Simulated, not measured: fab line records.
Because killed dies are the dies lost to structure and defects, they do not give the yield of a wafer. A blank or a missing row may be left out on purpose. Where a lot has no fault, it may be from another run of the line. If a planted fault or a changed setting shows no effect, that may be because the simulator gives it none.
Split-lot trial || flow rit-cmos || 23 wafers read from 5 lots, route of 202 steps

THE SPLIT ITSELF
At RIT_M1_DEVELOP_08 (develop time 68 s), the setting develop-time-s was moved away from the recipe's 68 s on 10 of the 23 wafers read, by -6.3% to +12.1%. The other wafers ran this setting at the recipe's value.

FROM THE SPLIT TO THE READING: what the file shows between them, 4 steps
- RIT_M1_CD_MEAS_09: target cd 2600 nm
- RIT_M1_METAL_ETCH_12: etches Al in Cl2/BCl3, stops on SiO2, time 165 s, target depth 600 nm (also split here: time-s)
- RIT_M1_STRIP_13: strips in nmp, time 600 s
- RIT_M1_STRIP_14: strips in O2, time 180 s

THE READING
cd-nm, in nm, at RIT_M1_CD_MEAS_90 (target cd 2600 nm). On this fab line, fault-free wafers typically give 2601 nm with a standard deviation of 3 nm.

{"wafer": "L074.1", "tool, chamber at the split": "litho-track-03, 0", "develop-time-s as run, s": 68, "against the recipe": "recipe", "cd-nm, nm": 2593, "against lot-mates on the recipe": "-"}
{"wafer": "L074.2", "tool, chamber at the split": "litho-track-03, 0", "develop-time-s as run, s": 68, "against the recipe": "recipe", "cd-nm, nm": 2597, "against lot-mates on the recipe": "-"}
{"wafer": "L074.3", "tool, chamber at the split": "litho-track-03, 0", "develop-time-s as run, s": 63.73, "against the recipe": "-6.3%", "cd-nm, nm": 2603, "against lot-mates on the recipe": "+8"}
{"wafer": "L074.5", "tool, chamber at the split": "litho-track-03, 0", "develop-time-s as run, s": 63.73, "against the recipe": "-6.3%", "cd-nm, nm": 2602, "against lot-mates on the recipe": "+7"}
{"wafer": "L074.6", "tool, chamber at the split": "litho-track-03, 0", "develop-time-s as run, s": 68, "against the recipe": "recipe", "cd-nm, nm": 2595, "against lot-mates on the recipe": "-"}
{"wafer": "L076.1", "tool, chamber at the split": "litho-track-03, 0", "develop-time-s as run, s": 68, "against the recipe": "recipe", "cd-nm, nm": 2605, "against lot-mates on the recipe": "-"}
{"wafer": "L076.2", "tool, chamber at the split": "litho-track-03, 0", "develop-time-s as run, s": 68, "against the recipe": "recipe", "cd-nm, nm": 2605, "against lot-mates on the recipe": "-"}
{"wafer": "L076.6", "tool, chamber at the split": "litho-track-03, 0", "develop-time-s as run, s": 68, "against the recipe": "recipe", "cd-nm, nm": 2607, "against lot-mates on the recipe": "-"}
{"wafer": "L079.1", "tool, chamber at the split": "litho-track-03, 0", "develop-time-s as run, s": 65.2, "against the recipe": "-4.1%", "cd-nm, nm": 2607, "against lot-mates on the recipe": -2}
{"wafer": "L079.2", "tool, chamber at the split": "litho-track-03, 0", "develop-time-s as run, s": 65.2, "against the recipe": "-4.1%", "cd-nm, nm": 2613, "against lot-mates on the recipe": "+4"}
{"wafer": "L079.3", "tool, chamber at the split": "litho-track-03, 0", "develop-time-s as run, s": 68, "against the recipe": "recipe", "cd-nm, nm": 2608, "against lot-mates on the recipe": "-"}
{"wafer": "L079.4", "tool, chamber at the split": "litho-track-03, 0", "develop-time-s as run, s": 68, "against the recipe": "recipe", "cd-nm, nm": 2609, "against lot-mates on the recipe": "-"}
{"wafer": "L079.6", "tool, chamber at the split": "litho-track-03, 0", "develop-time-s as run, s": 65.2, "against the recipe": "-4.1%", "cd-nm, nm": 2612, "against lot-mates on the recipe": "+4"}
{"wafer": "L080.2", "tool, chamber at the split": "litho-track-02, 0", "develop-time-s as run, s": 68, "against the recipe": "recipe", "cd-nm, nm": 2599, "against lot-mates on the recipe": "-"}
{"wafer": "L080.3", "tool, chamber at the split": "litho-track-02, 0", "develop-time-s as run, s": 68, "against the recipe": "recipe", "cd-nm, nm": 2601, "against lot-mates on the recipe": "-"}
{"wafer": "L080.4", "tool, chamber at the split": "litho-track-02, 0", "develop-time-s as run, s": 64.82, "against the recipe": "-4.7%", "cd-nm, nm": 2604, "against lot-mates on the recipe": "+4"}
{"wafer": "L080.5", "tool, chamber at the split": "litho-track-02, 0", "develop-time-s as run, s": 64.82, "against the recipe": "-4.7%", "cd-nm, nm": 2607, "against lot-mates on the recipe": "+7"}
{"wafer": "L080.6", "tool, chamber at the split": "litho-track-02, 0", "develop-time-s as run, s": 64.82, "against the recipe": "-4.7%", "cd-nm, nm": 2605, "against lot-mates on the recipe": "+5"}
{"wafer": "L083.1", "tool, chamber at the split": "litho-track-03, 0", "develop-time-s as run, s": 76.26, "against the recipe": "+12.1%", "cd-nm, nm": 2585, "against lot-mates on the recipe": -10}
{"wafer": "L083.2", "tool, chamber at the split": "litho-track-03, 0", "develop-time-s as run, s": 68, "against the recipe": "recipe", "cd-nm, nm": 2596, "against lot-mates on the recipe": "-"}
{"wafer": "L083.3", "tool, chamber at the split": "litho-track-03, 0", "develop-time-s as run, s": 68, "against the recipe": "recipe", "cd-nm, nm": 2597, "against lot-mates on the recipe": "-"}
{"wafer": "L083.4", "tool, chamber at the split": "litho-track-03, 0", "develop-time-s as run, s": 68, "against the recipe": "recipe", "cd-nm, nm": 2593, "against lot-mates on the recipe": "-"}
{"wafer": "L083.6", "tool, chamber at the split": "litho-track-03, 0", "develop-time-s as run, s": 76.26, "against the recipe": "+12.1%", "cd-nm, nm": 2588, "against lot-mates on the recipe": -7}

THE FIT
A straight line over all 23 wafers: cd-nm changes by -1.14 nm for each +1% of develop-time-s; r = -0.72; the points scatter about the line by 5.2 nm.
The same after taking each lot's own level away (the mean of its wafers on the recipe; 23 wafers): -0.827 nm for each +1%; r = -0.90; scatter 1.9 nm.
According to that fit, moving develop-time-s by its largest amount changes the reading by 10 nm.
Measured against the standard deviation above, the lots' own levels, which go from 2595.0 to 2608.5 nm, span 4.5 times it.
So the lot-to-lot level blurs the effect unless lot-mates are compared.
Check: -9.32 nm against its lot-mates is what the line predicts for one of the wafers moved furthest among these (+12.1%) when that wafer is left out of the fit. Against them it came out at -10.3 nm.

OTHER SPLITS ON THESE WAFERS
Note: prior to the reading, these wafers also went through further splits. Each is held against what the fit with the lots' levels taken away leaves over:
{"other split on the same wafers": "RIT_NLDD_IMPLANT_08 dose-cm2", "wafers away from the commonest value": 7, "r with cd-nm (lot level and that fit taken away)": -0.23}
{"other split on the same wafers": "RIT_PLDD_IMPLANT_08 dose-cm2", "wafers away from the commonest value": 11, "r with cd-nm (lot level and that fit taken away)": -0.17}
{"other split on the same wafers": "RIT_PSD_DEVELOP_05 dev-temp-c", "wafers away from the commonest value": 9, "r with cd-nm (lot level and that fit taken away)": -0.16}
{"other split on the same wafers": "RIT_SILICIDE_SPUTTER_01 time-s", "wafers away from the commonest value": 8, "r with cd-nm (lot level and that fit taken away)": "+0.11"}
{"other split on the same wafers": "RIT_M1_METAL_ETCH_12 time-s", "wafers away from the commonest value": 7, "r with cd-nm (lot level and that fit taken away)": -0.27}

THE WHOLE CHAIN: every reading that the file lists as answering this split, in the file's order
{"step": "RIT_M1_CD_MEAS_09", "what it does": "target cd 2600 nm", "reading": "cd-nm", "change (the file's fit)": "-0.791 nm for each +1% of the setting", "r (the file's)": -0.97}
{"step": "RIT_M1_CD_MEAS_90", "what it does": "target cd 2600 nm", "reading": "cd-nm", "change (the file's fit)": "-0.83 nm for each +1% of the setting", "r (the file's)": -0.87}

FILE'S OWN FIT
cd-nm changes by -0.83 nm for each +1% of develop-time-s, r = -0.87.
